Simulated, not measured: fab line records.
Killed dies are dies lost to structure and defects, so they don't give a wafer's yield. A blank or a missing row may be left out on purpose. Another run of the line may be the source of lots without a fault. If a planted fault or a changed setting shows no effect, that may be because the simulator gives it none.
Lot-split experiment / flow berkeleyCmos170 / 5 lots, 23 wafers read, on a route of 331 steps

## ABOUT THE SPLIT
At UCB170_NWELL_IMPLANT_14, the setting doseCm2 was moved away from the recipe's 1e+13 on 8 of the 23 wafers read, by -6.1% to +5.1%. This setting was run at the recipe's value on the other wafers.

## FROM THE SPLIT ON TO THE READING: in between, the file shows 1 step
- UCB170_NWELL_STRIP_15: strips in O2

## THE READING
NWELL_TW, at UCB170_NWELL_TW_MEAS_16. Typical for fault-free wafers on this fab line: 1241, with standard deviation 9.3.

wafer=L074.2; tool, chamber at the split=implanter-04, 0; doseCm2 as run=1e+13; against the recipe=recipe; NWELL_TW=1251; against lot-mates on the recipe=-
wafer=L074.3; tool, chamber at the split=implanter-04, 0; doseCm2 as run=9.388e+12; against the recipe=-6.1%; NWELL_TW=1214; against lot-mates on the recipe=-30
wafer=L074.4; tool, chamber at the split=implanter-04, 0; doseCm2 as run=9.388e+12; against the recipe=-6.1%; NWELL_TW=1214; against lot-mates on the recipe=-30
wafer=L074.5; tool, chamber at the split=implanter-04, 0; doseCm2 as run=1e+13; against the recipe=recipe; NWELL_TW=1242; against lot-mates on the recipe=-
wafer=L074.6; tool, chamber at the split=implanter-04, 0; doseCm2 as run=1e+13; against the recipe=recipe; NWELL_TW=1240; against lot-mates on the recipe=-
wafer=L077.1; tool, chamber at the split=implanter-02, 0; doseCm2 as run=1.04e+13; against the recipe=+4.0%; NWELL_TW=1257; against lot-mates on the recipe=+14
wafer=L077.3; tool, chamber at the split=implanter-02, 0; doseCm2 as run=1.04e+13; against the recipe=+4.0%; NWELL_TW=1253; against lot-mates on the recipe=+10
wafer=L077.4; tool, chamber at the split=implanter-02, 0; doseCm2 as run=1.04e+13; against the recipe=+4.0%; NWELL_TW=1258; against lot-mates on the recipe=+15
wafer=L077.5; tool, chamber at the split=implanter-02, 0; doseCm2 as run=1e+13; against the recipe=recipe; NWELL_TW=1249; against lot-mates on the recipe=-
wafer=L077.6; tool, chamber at the split=implanter-02, 0; doseCm2 as run=1e+13; against the recipe=recipe; NWELL_TW=1237; against lot-mates on the recipe=-
wafer=L078.1; tool, chamber at the split=implanter-03, 0; doseCm2 as run=1e+13; against the recipe=recipe; NWELL_TW=1237; against lot-mates on the recipe=-
wafer=L078.2; tool, chamber at the split=implanter-03, 0; doseCm2 as run=1.051e+13; against the recipe=+5.1%; NWELL_TW=1259; against lot-mates on the recipe=+18
wafer=L078.3; tool, chamber at the split=implanter-03, 0; doseCm2 as run=1e+13; against the recipe=recipe; NWELL_TW=1245; against lot-mates on the recipe=-
wafer=L078.4; tool, chamber at the split=implanter-03, 0; doseCm2 as run=1.051e+13; against the recipe=+5.1%; NWELL_TW=1258; against lot-mates on the recipe=+17
wafer=L078.6; tool, chamber at the split=implanter-03, 0; doseCm2 as run=1.051e+13; against the recipe=+5.1%; NWELL_TW=1269; against lot-mates on the recipe=+28
wafer=L082.1; tool, chamber at the split=implanter-02, 0; doseCm2 as run=1e+13; against the recipe=recipe; NWELL_TW=1227; against lot-mates on the recipe=-
wafer=L082.3; tool, chamber at the split=implanter-02, 0; doseCm2 as run=1e+13; against the recipe=recipe; NWELL_TW=1223; against lot-mates on the recipe=-
wafer=L082.4; tool, chamber at the split=implanter-02, 0; doseCm2 as run=1e+13; against the recipe=recipe; NWELL_TW=1223; against lot-mates on the recipe=-
wafer=L083.1; tool, chamber at the split=implanter-04, 0; doseCm2 as run=1e+13; against the recipe=recipe; NWELL_TW=1238; against lot-mates on the recipe=-
wafer=L083.2; tool, chamber at the split=implanter-04, 0; doseCm2 as run=1e+13; against the recipe=recipe; NWELL_TW=1241; against lot-mates on the recipe=-
wafer=L083.3; tool, chamber at the split=implanter-04, 0; doseCm2 as run=1e+13; against the recipe=recipe; NWELL_TW=1243; against lot-mates on the recipe=-
wafer=L083.5; tool, chamber at the split=implanter-04, 0; doseCm2 as run=1e+13; against the recipe=recipe; NWELL_TW=1238; against lot-mates on the recipe=-
wafer=L083.6; tool, chamber at the split=implanter-04, 0; doseCm2 as run=1e+13; against the recipe=recipe; NWELL_TW=1238; against lot-mates on the recipe=-

FIT RESULTS
A straight line over all 23 wafers: NWELL_TW changes by +4.32 for each +1% of doseCm2; r = +0.88; the points scatter about the line by 7.1.
The same after taking each lot's own level away (the mean of its wafers on the recipe; 23 wafers): +4.3 for each +1%; r = +0.95; scatter 4.1.
Per that fit: largest doseCm2 move, reading shift of 26.
Measured against the standard deviation above, the lots' own levels, which go from 1224.3 to 1244.3, span 2.2 times it.
So the lot-to-lot level changes the slope little: the two slopes agree.
Check: -26.1 against its lot-mates is what the line predicts for one of the wafers moved furthest among these (-6.1%) when that wafer is left out of the fit. Against them it came out at -30.3.

## THE FILE'S OWN FIT
NWELL_TW changes by +4.35 for each +1% of doseCm2, r = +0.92.
